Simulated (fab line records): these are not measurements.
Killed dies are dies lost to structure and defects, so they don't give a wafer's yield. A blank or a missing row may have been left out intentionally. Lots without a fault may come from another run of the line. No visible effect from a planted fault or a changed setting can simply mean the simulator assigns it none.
Comparing a struck lot with a sound one | flow berkeley cmos170 | 17 steps out of a route of 331
Sound: the wafers L370.1, L370.4, L370.5. The struck wafers were L380.3, L380.4, L380.6. The cause is named last.
Each step with rows lists, per side, the tool, then ch with its chambers, then its first start. Under that, the readings that differ: sound wafers | struck wafers | difference of the means | sigmas: that difference in standard deviations of wafers without a fault.
alike: readings with means less than 2 such deviations apart, plus words and numbers identical on both sides. not compared: withheld readings, readings lacking a value on some wafer, bounds such as >300 that could conceal the same value, and numbers that have no deviation in the record and whose values overlap.
Wherever a step has rows on one side only, a row that says differs or no value, or a row with sigmas, the two part there. Non-overlapping numbers with no deviation appear without sigmas and do not part them. A reading that every wafer of one side lacks parts them only if that side has two wafers or more.

first, 4 steps without rows for these wafers: UCB170_NWELL_WET_ETCH_19 (etches SiO2 in BOE, time 22 s); UCB170_PWELL_CLEAN_00 (cleans in SPM, time 600 s); UCB170_PWELL_CLEAN_01 (cleans in dHF, time 60 s); UCB170_PWELL_OXIDATION_02 (target thk 26.4 nm, ox time 1260 s).
UCB170_PWELL_THK_MEAS_03:
  sound on film metro-01, day 4 18:33; struck on film metro-04, day 6 06:45
  alike: PWELL_OXIDE_THK
then, 2 steps without rows for these wafers: UCB170_PWELL_ANNEAL_04 (time 900 s); UCB170_PWELL_CVD_05 (deposits Si3N4 from SiH2Cl2/NH3, target thk 220 nm, time 3300 s).
UCB170_PWELL_THK_MEAS_06:
  sound on film metro-04, day 5 03:41; struck on film metro-02, day 6 14:21
  reading                | sound             | struck            | difference | sigmas
  PWELL_NITRIDE_THK (nm) | 223.9 223.5 223.6 | 220.2 219.9 220.8 | -3.4       | -2
then, 4 steps without rows for these wafers: UCB170_PWELL_HMDS_07 (prime time 60 s); UCB170_PWELL_COAT_08 (resist thk 900 nm); UCB170_PWELL_SOFTBAKE_09 (time 60 s); UCB170_PWELL_EXPOSE_10 (exposes mask PWELL, target cd 3000 nm).
UCB170_PWELL_PEB_11:
  sound on litho track-02 ch 0, day 5 05:12; struck on litho track-01 ch 0, day 6 16:01
  reading                  | sound                | struck               | difference | sigmas
  heater power total W (W) | 56.83 56.88 56.80    | 59.06 59.00 59.10    | +2.22      | +50
  plate temp C (C)         | 130.07 129.91 129.86 | 133.86 134.18 134.19 | +4.13      | +34
then, 1 step without rows for these wafers: UCB170_PWELL_DEVELOP_12 (develop time 45 s).
UCB170_PWELL_OVL_MEAS_13:
  sound on overlay-01, day 5 05:28; struck on overlay-02, day 6 16:14
  alike: PWELL_OVL
UCB170_PWELL_ETCH_14: etches Si3N4 in CH3F/Ar/O2, stops on SiO2, target depth 242 nm, time 151 s.
  sound on rie diel-04 ch 0,1,3, day 5 05:31; struck on rie diel-01 ch 0,1,3, day 6 16:16
  reading                | sound          | struck         | difference | sigmas
  model.PWELL.cd nm (nm) | 3000 2999 2999 | 3024 3023 3023 | +24        |
  alike: drypump motor current A, oes product au, throttle valve pct
  not compared: rf hours counter h
then, 1 step without rows for these wafers: UCB170_PWELL_IMPLANT_15.

## WHERE THEY PART
At UCB170_PWELL_THK_MEAS_06 first; at UCB170_PWELL_PEB_11 last (within this record only). Later steps at which nothing parts them and some readings are alike: UCB170_PWELL_OVL_MEAS_13, UCB170_PWELL_ETCH_14.

WHY: what the simulator had put in
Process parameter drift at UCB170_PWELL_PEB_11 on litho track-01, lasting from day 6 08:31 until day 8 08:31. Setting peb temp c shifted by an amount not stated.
